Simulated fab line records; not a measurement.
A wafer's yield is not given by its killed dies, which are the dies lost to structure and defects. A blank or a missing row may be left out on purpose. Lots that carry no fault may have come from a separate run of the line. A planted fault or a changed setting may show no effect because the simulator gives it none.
fab line records	flow berkeleyCmos170
record lots=14	wafers=42	lastDay=11
route steps=331 shown CONTACT@217
lots untouched by any fault: they come from a run of this same line in which no faults occurred
startH: start of the lot's first displayed wafer, in hours after the record's first day	waitH: time in hours since the lot's previous step	" identical to the entry in the row above	L1.1+2: one row covering several wafers at once	- value missing, or start not given	* or withheld: withheld	< > ~ a bound
route shown NAME@n: names a module that has steps shown in the file, with the first one's number in the route	usual: mean/standard deviation taken from wafers without a fault	same: alike in all rows	chamber/n: place in a boat	sites: readings site by site	_std_site: the standard deviation of these	_edge_site: the outer-site mean with the inner-site mean subtracted	radiusMm: how far each site lies from the wafer's centre	mask NAME#n: copy n	behind: the tool/chamber that last shaped the wafer	hold: the reason the lot was held/the length of the hold in hours/how it ended	device: the n, p or np transistor that did not switch	end of line: the route-end tests of the same wafers	a step with no rows: only its recipe	killed: dies that structure and defects cost at the first sort, which is not the same as the wafer's yield	map: the dies of a wafer, with x for killed, . for not killed, _ for no die there
set.NAME: setting as actually run; set.NAME@STEP: the setting as run at that earlier step	model.NAME: the simulator's own value behind a step, which no gauge read
one table for each step of the route and one row for each wafer, over a sample of lots
services: a tool's chamber out of use, with start hour (startH, from the record's first day; less than 0 if before it), hours out, and reason
## steps
# step UCB170_CONTACT_CVD_01
# recipe material=PSG	targetThkNm=700	tempC=450	precursor=SiH4/O2/PH3	timeS=2820	pressureMtorr=309.9	sih4FlowSccm=60	o2FlowSccm=90	ph3FlowSccm=25
# usual susceptorTempC=449.99/0.23
lot.wafer	tool	chamber	startH	waitH	susceptorTempC
L698.3	lpcvd-01	0	148.32	0.0	449.84
L698.4	"	0	"	"	449.90
L698.5	"	0	"	"	449.36
L699.1	lpcvd-01	1	148.32	0.0	449.93
L699.2	"	1	"	"	449.62
L699.5	"	1	"	"	449.70
L702.2	lpcvd-01	0	163.63	0.7	449.75
L702.3	"	0	"	"	449.90
L702.5	"	0	"	"	450.12
L701.2	lpcvd-01	1	165.42	0.6	450.08
L701.5	"	1	"	"	450.47
L701.6	"	1	"	"	450.34
L705.3	lpcvd-01	0	168.45	0.0	450.31
L705.4	"	0	"	"	450.05
L705.5	"	0	"	"	450.16
L704.2	lpcvd-01	0	170.23	1.0	449.96
L704.5	"	0	"	"	450.09
L704.6	"	0	"	"	449.71
L706.1	lpcvd-02	1	192.06	0.0	449.87
L706.4	"	1	"	"	450.14
L706.5	"	1	"	"	450.01
L707.2	lpcvd-02	1	192.06	0.0	450.27
L707.4	"	1	"	"	450.62
L707.5	"	1	"	"	450.11
L712.1	lpcvd-02	0	206.18	0.0	449.66
L712.2	"	0	"	"	449.97
L712.6	"	0	"	"	450.16
L713.1	lpcvd-02	0	207.96	1.6	449.32
L713.4	"	0	"	"	449.90
L713.5	"	0	"	"	450.03
L715.1	lpcvd-02	1	228.36	0.0	449.66
L715.2	"	1	"	"	449.98
L715.6	"	1	"	"	450.03
L721.1	lpcvd-01	1	244.62	0.0	450.14
L721.2	"	1	"	"	449.65
L721.5	"	1	"	"	449.92
L719.1	lpcvd-02	0	244.96	0.0	450.11
L719.3	"	0	"	"	450.21
L719.6	"	0	"	"	450.13
L720.1	lpcvd-01	1	246.40	1.2	450.22
L720.2	"	1	"	"	449.80
L720.5	"	1	"	"	449.77
# step UCB170_CONTACT_THK_MEAS_02
# recipe reads=PSG_of_CONTACT_CVD_01
# usual CONTACT_PSG_THK=710/7.8
lot.wafer	tool	chamber	startH	waitH	CONTACT_PSG_THK[nm]
L699.1	filmMetro-04	-	150.10	0.0	711
L699.2	"	-	"	"	710
L699.5	"	-	"	"	705
L698.3	filmMetro-02	-	150.12	0.0	716
L698.4	"	-	"	"	713
L698.5	"	-	"	"	714
L702.2	filmMetro-04	-	165.43	0.0	710
L702.3	"	-	"	"	703
L702.5	"	-	"	"	703
L701.2	filmMetro-04	-	167.21	0.0	719
L701.5	"	-	"	"	718
L701.6	"	-	"	"	721
L705.3	filmMetro-04	-	170.25	0.0	461
L705.4	"	-	"	"	453
L705.5	"	-	"	"	448
L704.2	filmMetro-03	-	172.03	0.0	439
L704.5	"	-	"	"	448
L704.6	"	-	"	"	442
L706.1	filmMetro-04	-	193.85	0.0	719
L706.4	"	-	"	"	718
L706.5	"	-	"	"	716
L707.2	filmMetro-02	-	193.86	0.0	708
L707.4	"	-	"	"	707
L707.5	"	-	"	"	710
L712.1	filmMetro-04	-	207.96	0.0	705
L712.2	"	-	"	"	701
L712.6	"	-	"	"	704
L713.1	filmMetro-03	-	209.75	0.0	710
L713.4	"	-	"	"	713
L713.5	"	-	"	"	707
L715.1	filmMetro-04	-	231.03	0.0	714
L715.2	"	-	"	"	714
L715.6	"	-	"	"	711
L721.1	filmMetro-03	-	246.40	0.0	706
L721.2	"	-	"	"	700
L721.5	"	-	"	"	701
L719.1	filmMetro-04	-	246.74	0.0	727
L719.3	"	-	"	"	722
L719.6	"	-	"	"	723
L720.1	filmMetro-02	-	248.19	0.0	714
L720.2	"	-	"	"	724
L720.5	"	-	"	"	721
# step UCB170_CONTACT_ETCH_18
# recipe chemistry=CHF3/CF4/Ar	target=PSG	stopOn=TiSi2	CHF3_flow_sccm=45	cf4FlowSccm=15	Ar_flow_sccm=150	pressureMtorr=200	rfW=700	targetDepthA=8400	overEtchFrac=0.2	timeS=195
# usual drypumpMotorCurrentA=5.8/0.43	oesProductAu=0.899/0.017	throttleValvePct=6.90/0.11
# same overEtchFrac=0.2
lot.wafer	tool	chamber	startH	waitH	drypumpMotorCurrentA	oesProductAu	rfHoursCounterH	throttleValvePct
L699.1	rieDiel-04	0	-	-	6.3	0.887	94	6.75
L699.2	"	2	"	"	5.5	0.913	142	7.06
L699.5	"	0	"	"	6.2	0.883	-	6.75
L698.3	rieDiel-03	0	-	-	5.3	0.881	107	6.91
L698.4	"	2	"	"	5.6	0.907	88	6.93
L698.5	"	0	"	"	5.3	0.884	-	6.89
L702.2	rieDiel-02	0	-	-	5.3	0.914	126	6.91
L702.3	"	1	"	"	5.6	0.900	72	6.95
L702.5	"	3	"	"	6.0	0.877	-	6.95
L701.2	rieDiel-02	1	-	-	5.6	0.904	72	6.96
L701.5	"	0	"	"	5.3	0.922	-	6.90
L701.6	"	3	"	"	6.0	0.884	-	6.96
L705.3	rieDiel-04	1	-	-	6.4	0.717	20	6.74
L705.4	"	2	"	"	5.5	0.722	143	7.06
L705.5	"	1	"	"	6.4	0.710	-	6.75
L704.2	rieDiel-04	1	-	-	6.4	0.704	20	6.75
L704.5	"	3	"	"	5.5	0.732	-	6.93
L704.6	"	2	"	"	5.5	0.705	-	7.05
L707.2	rieDiel-02	1	-	-	5.5	0.897	74	6.96
L707.4	"	3	"	"	6.0	0.877	43	6.96
L707.5	"	1	"	"	5.6	0.896	-	6.94
L706.1	rieDiel-04	0	-	-	6.2	0.881	96	6.75
L706.4	"	1	"	"	6.4	0.894	21	6.73
L706.5	"	1	"	"	6.4	0.899	-	6.75
L712.1	rieDiel-04	2	-	-	5.5	0.896	144	7.06
L712.2	"	0	"	"	6.3	0.876	97	6.76
L712.6	"	3	"	"	5.4	0.913	-	6.91
L713.1	rieDiel-04	0	-	-	6.2	0.882	97	6.73
L713.4	"	2	"	"	5.5	0.913	145	7.06
L713.5	"	1	"	"	6.4	0.901	-	6.74
L715.1	rieDiel-02	3	-	-	6.0	0.879	45	6.96
L715.2	"	2	"	"	6.3	0.908	129	7.02
L715.6	"	1	"	"	5.5	0.912	-	6.94
L721.1	rieDiel-03	1	-	-	5.4	0.904	9	6.92
L721.2	"	2	"	"	5.6	0.891	93	6.93
L721.5	"	1	"	"	5.4	0.896	-	6.90
L719.1	rieDiel-04	3	-	-	5.5	0.935	53	6.92
L719.3	"	0	"	"	6.2	0.893	99	6.74
L719.6	"	3	"	"	5.4	0.937	-	6.92
L720.1	rieDiel-04	0	-	-	6.2	0.892	99	6.75
L720.2	"	1	"	"	6.4	0.911	24	6.74
L720.5	"	3	"	"	5.4	0.932	-	6.92
## services
tool	chamber	startH	hours	kind
rieDiel-03	-	137.31	2.6	repair
rieDiel-02	-	150.37	14.6	pm
rieDiel-04	3	159.00	13.3	repair
rieDiel-04	-	177.34	4.3	pm
rieDiel-04	2	186.76	3.0	repair
rieDiel-04	-	189.36	2.5	repair
rieDiel-04	3	198.45	3.0	repair
rieDiel-04	2	215.57	-	clean
rieDiel-04	2	215.57	33.4	scheduledDown
rieDiel-04	2	215.57	33.4	ventCycle
## key
firstSign step=UCB170_CONTACT_THK_MEAS_02	reading=CONTACT_PSG_THK	direction=down	sigmas=33	usual=710	struck=449
effect step=UCB170_CONTACT_ETCH_18	reading=oesProductAu	direction=down	sigmas=11	usual=0.899	struck=0.715
metAt UCB170_CONTACT_CVD_01
struckLots L704,L705
struckWafers L704.2,L704.5,L704.6,L705.3,L705.4,L705.5
testerLeftOut L704,L705
fault kind=processParameterDrift	tool=lpcvd-01	chamber=0	onsetH=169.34	steps=UCB170_CONTACT_CVD_01	channel=targetThkNm	offset=-259.5	shape=step	endH=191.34	actsIn=theseRecipesOnly	stated=700
# testerLeftOut: of these lots the tester's yield and bins aren't shown, on N5 and GAA mostly nor the transistor test; their killed dies are dies lost to structure and defects alone, not to doping, threshold or leakage, so they don't give the yield
